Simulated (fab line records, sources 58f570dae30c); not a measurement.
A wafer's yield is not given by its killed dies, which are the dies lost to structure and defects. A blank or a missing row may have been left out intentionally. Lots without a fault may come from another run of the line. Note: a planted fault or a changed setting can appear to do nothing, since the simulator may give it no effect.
Matching of chambers | flow berkeley-cmos170 | cmp-01 running UCB170_V1_CMP_02: 4 sister chambers
The step polishes SiO2. 14 wafers are shown with their chamber, then 7 later ones without.

== WAFERS PAIRED WITH THEIR CHAMBERS ==
wafer  | chamber | motor-current-A (A)
L769.3 | 2       | 19.7
L769.4 | 1       | 14.1
L769.6 | 2       | 19.0
L771.2 | 1       | 13.9
L771.3 | 3       | 16.6
L771.4 | 2       | 18.5
L772.2 | 3       | 16.3
L772.4 | 0       | 18.5
L772.5 | 1       | 13.8
L774.2 | 1       | 14.6
L774.3 | 2       | 18.0
L774.4 | 3       | 16.4
L775.1 | 2       | 17.3
L775.2 | 1       | 15.3

SIGNATURES, as means of the wafers listed above
reading         | chamber 0 | chamber 1 | chamber 2 | chamber 3 | scatter within a chamber
motor-current-A | 18.500    | 14.340    | 18.500    | 16.433    | 0.704
Rule: distance of a wafer from a chamber = root of the sum over the readings of ((wafer's reading minus chamber's mean) / reading's scatter) squared. If the next closest chamber is less than 2 further off than the closest, the wafer can't be placed; otherwise it belongs to the closest. The scatter is the square root of a quotient: the sum, over the shown wafers, of each reading's squared deviation from its chamber's mean, divided by wafers minus chambers.

== WAFERS WITH NO CHAMBER GIVEN ==
wafer  | motor-current-A (A)
L775.6 | 14.9
L776.2 | 14.7
L776.4 | 18.8
L776.6 | 16.7
L785.1 | 16.2
L785.5 | 14.2
L785.6 | 18.6

== EACH ONE'S CHAMBER ==
wafer  | from the rows above     | in truth
L775.6 | can't be placed: 1 or 3 | 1
L776.2 | can't be placed: 1 or 3 | 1
L776.4 | can't be placed: 0 or 2 | 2
L776.6 | 3                       | 3
L785.1 | 3                       | 3
L785.5 | 1                       | 1
L785.6 | can't be placed: 0 or 2 | 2
Placed correctly: 3 of 7. Cannot be placed on the basis of these rows: 4; the candidates contain the true chamber in 4. Wrongly placed: 0.
